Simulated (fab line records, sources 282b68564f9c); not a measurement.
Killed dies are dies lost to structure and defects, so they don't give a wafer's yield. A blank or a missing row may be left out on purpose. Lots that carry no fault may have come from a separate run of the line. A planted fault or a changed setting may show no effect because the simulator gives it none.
A struck lot beside a sound one | flow rit cmos | 14 steps out of a route of 202
Sound: these wafers, L527.1, L527.3, L527.5. Wafers struck: L534.3, L534.5, L534.6. The cause comes at the end.
Each step with rows lists, per side, the tool, then ch with its chambers, then its first start. Under that, the readings that differ: sound wafers | struck wafers | difference of the means | sigmas: that difference in standard deviations of wafers without a fault.
alike: readings whose means differ by less than 2 such deviations, and words and numbers that are the same on both sides. not compared: withheld readings, readings that some wafer has no value for, bounds like >300 that may hide the same value, and numbers for which the record gives no deviation and whose values overlap.
A row with sigmas, a row that says differs or no value, or rows on one side alone: a step with any of these is where the two part. Numbers that don't overlap but have no deviation are shown without sigmas and don't part them. A reading missing from all wafers of one side parts the sides only when that side holds two or more wafers.

first, 2 steps without rows for these wafers: RIT_NLDD_PEB_04; RIT_NLDD_DEVELOP_05 (develop time 50 s).
RIT_NLDD_OVL_MEAS_06:
  sound: overlay-01 at day 3 10:32; struck: overlay-02 at day 5 06:37
  reading       | sound          | struck      | difference | sigmas
  NLDD_OVL (nm) | -2.1 -1.6 -3.8 | 0.3 0.4 0.8 | +3.0       | +2
then, 2 steps without rows for these wafers: RIT_NLDD_HARDBAKE_07 (time 60 s); RIT_NLDD_IMPLANT_08.
RIT_NLDD_STRIP_09: strips in O2, time 180 s.
  sound on plasma asher-01 ch 0,1, day 3 10:53; struck on plasma asher-03 ch 0,1, day 5 07:00
  alike: drypump motor current A
  not compared: rf hours counter h
RIT_NLDD_TW_MEAS_10:
  sound: film metro-01 at day 3 11:03; struck: film metro-01 at day 5 07:08
  alike: NLDD_TW
then, 5 steps without rows for these wafers: RIT_PLDD_HMDS_00 (prime time 60 s); RIT_PLDD_COAT_01 (resist thk 1000 nm); RIT_PLDD_SOFTBAKE_02 (time 60 s); RIT_PLDD_EXPOSE_03 (exposes mask M8, target cd 40900 nm); RIT_PLDD_PEB_04.
RIT_PLDD_DEVELOP_05: develop time 50 s.
  struck on litho track-02, day 5 07:00; sound on litho track-03 ch 0, day 3 11:00
  no value came back on the struck wafers for chill plate temp C (C), develop time s (s); on the sound wafers chill plate temp C (C) reads 22.98 23.03 23.04
RIT_PLDD_OVL_MEAS_06:
  sound: overlay-01 at day 3 12:05; struck: overlay-02 at day 5 08:02
  reading       | sound          | struck | difference                    | sigmas
  PLDD_OVL (nm) | -4.2 -2.3 -1.4 | - - -  | no value on the struck wafers |

WHERE THEY PART
At RIT_NLDD_OVL_MEAS_06 first; at RIT_PLDD_OVL_MEAS_06 last (within this record only).

WHY: whatever the simulator had introduced
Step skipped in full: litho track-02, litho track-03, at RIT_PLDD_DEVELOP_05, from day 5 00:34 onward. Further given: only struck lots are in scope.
